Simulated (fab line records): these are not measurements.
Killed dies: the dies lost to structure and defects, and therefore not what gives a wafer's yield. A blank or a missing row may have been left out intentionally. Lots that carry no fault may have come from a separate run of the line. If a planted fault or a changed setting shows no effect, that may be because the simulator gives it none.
Split-lot study + flow rit-cmos + 23 wafers read from 5 lots, route of 202 steps

THE SPLIT ITSELF
At RIT_PSD_COAT_01 (resist thk 1000 nm), the setting spin-rpm was moved away from the recipe's 3250 rpm on 7 of the 23 wafers read, by -6.9% to +6.1%. This setting was run at the recipe's value on the other wafers.

FROM THE SPLIT TO THE READING: what the file shows between them, 3 steps
- RIT_PSD_SOFTBAKE_02: time 60 s
- RIT_PSD_EXPOSE_03: exposes mask M10, target cd 40900 nm
- RIT_PSD_DEVELOP_05: develop time 50 s

THE READING
NOVOLAK_of_PSD_COAT_01.thk-nm (the simulator's own value, which no gauge read), in nm, at RIT_PSD_HARDBAKE_07 (time 60 s). The file gives no usual value for it. Across the 16 wafers here that went through the recipe, the average is 883.7 nm and the standard deviation 1.4 nm.

| wafer  | tool, chamber at the split | spin-rpm as run, rpm | against the recipe | NOVOLAK_of_PSD_COAT_01.thk-nm, nm | against lot-mates on the recipe |
|--------|----------------------------|----------------------|--------------------|-----------------------------------|---------------------------------|
| L074.2 | litho-track-04, 0          | 3250                 | recipe             | 880.1                             | -                               |
| L074.5 | litho-track-04, 0          | 3250                 | recipe             | 884.5                             | -                               |
| L074.6 | litho-track-04, 0          | 3250                 | recipe             | 884.9                             | -                               |
| L077.1 | litho-track-03, 0          | 3250                 | recipe             | 884.6                             | -                               |
| L077.2 | litho-track-03, 0          | 3353                 | +3.2%              | 870                               | -15.0                           |
| L077.3 | litho-track-03, 0          | 3353                 | +3.2%              | 871.9                             | -13.1                           |
| L077.4 | litho-track-03, 0          | 3250                 | recipe             | 885.4                             | -                               |
| L077.5 | litho-track-03, 0          | 3353                 | +3.2%              | 870.2                             | -14.8                           |
| L078.1 | litho-track-03, 0          | 3250                 | recipe             | 883.3                             | -                               |
| L078.2 | litho-track-03, 0          | 3025                 | -6.9%              | 917.1                             | +33.0                           |
| L078.3 | litho-track-03, 0          | 3250                 | recipe             | 884.2                             | -                               |
| L078.4 | litho-track-03, 0          | 3250                 | recipe             | 884.7                             | -                               |
| L078.6 | litho-track-03, 0          | 3025                 | -6.9%              | 917.9                             | +33.8                           |
| L081.1 | litho-track-04, 0          | 3250                 | recipe             | 881                               | -                               |
| L081.2 | litho-track-04, 0          | 3250                 | recipe             | 884.2                             | -                               |
| L081.3 | litho-track-04, 0          | 3250                 | recipe             | 883.7                             | -                               |
| L081.5 | litho-track-04, 0          | 3250                 | recipe             | 883.7                             | -                               |
| L081.4 | litho-track-04, 0          | 3250                 | recipe             | 883.2                             | -                               |
| L084.2 | litho-track-01, 0          | 3250                 | recipe             | 885                               | -                               |
| L084.3 | litho-track-01, 0          | 3250                 | recipe             | 882.7                             | -                               |
| L084.4 | litho-track-01, 0          | 3250                 | recipe             | 883.5                             | -                               |
| L084.5 | litho-track-01, 0          | 3449                 | +6.1%              | 859                               | -24.7                           |
| L084.6 | litho-track-01, 0          | 3449                 | +6.1%              | 857.9                             | -25.8                           |

THE FIT
A straight line over all 23 wafers: NOVOLAK_of_PSD_COAT_01.thk-nm changes by -4.5 nm for each +1% of spin-rpm; r = -0.99; the points scatter about the line by 1.6 nm.
The same after taking each lot's own level away (the mean of its wafers on the recipe; 23 wafers): -4.54 nm for each +1%; r = -0.99; scatter 1.5 nm.
Per that fit: largest spin-rpm move, reading shift of 31 nm.
Measured against the standard deviation above, the lots' own levels, which go from 883.16 to 885.00 nm, span 1.3 times it.
So the lot-to-lot level changes the slope little: the two slopes agree.
Check: +31.3 nm against its lot-mates is what the line predicts for one of the wafers moved furthest among these (-6.9%) when that wafer is left out of the fit. It came out at +33 nm against them.

ADDITIONAL SPLITS CARRIED BY THESE WAFERS
Before the reading, these wafers also passed through other splits. Each is held against what the fit with the lots' levels taken away leaves over:
| other split on the same wafers     | wafers away from the commonest value | r with NOVOLAK_of_PSD_COAT_01.thk-nm (lot level and that fit taken away) |
|------------------------------------|--------------------------------------|--------------------------------------------------------------------------|
| RIT_ACTIVE_OXIDATION_01 ox-time-s  | 10                                   | +0.19                                                                    |
| RIT_ACTIVE_COAT_06 spin-rpm        | 6                                    | -0.28                                                                    |
| RIT_FOX2_OXIDATION_00 ox-time-s    | 18                                   | -0.23                                                                    |
| RIT_NWELL_IMPLANT_08 energy-kev    | 10                                   | -0.09                                                                    |
| RIT_PWELL_IMPLANT_08 dose-cm2      | 12                                   | +0.20                                                                    |
| RIT_PRETRO_COAT_01 resist-thk-nm   | 7                                    | +0.09                                                                    |
| RIT_GATE_DEVELOP_15 develop-time-s | 7                                    | -0.07                                                                    |
| RIT_NLDD_COAT_01 spin-rpm          | 5                                    | +0.13                                                                    |
| RIT_NLDD_IMPLANT_08 dose-cm2       | 12                                   | -0.15                                                                    |
| RIT_PLDD_IMPLANT_08 energy-kev     | 4                                    | +0.13                                                                    |

THE WHOLE CHAIN: every reading that the file lists as answering this split, in the file's order
| step                | what it does       | reading                                                                        | change (the file's fit)              | r (the file's) |
|---------------------|--------------------|--------------------------------------------------------------------------------|--------------------------------------|----------------|
| RIT_PSD_COAT_01     | resist thk 1000 nm | NOVOLAK_of_PSD_COAT_01.thk-nm (the simulator's own value, which no gauge read) | -5.17 nm for each +1% of the setting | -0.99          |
| RIT_PSD_HARDBAKE_07 | time 60 s          | NOVOLAK_of_PSD_COAT_01.thk-nm (the simulator's own value, which no gauge read) | -4.52 nm for each +1% of the setting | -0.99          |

FILE'S OWN FIT
NOVOLAK_of_PSD_COAT_01.thk-nm changes by -4.52 nm for each +1% of spin-rpm, r = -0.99.
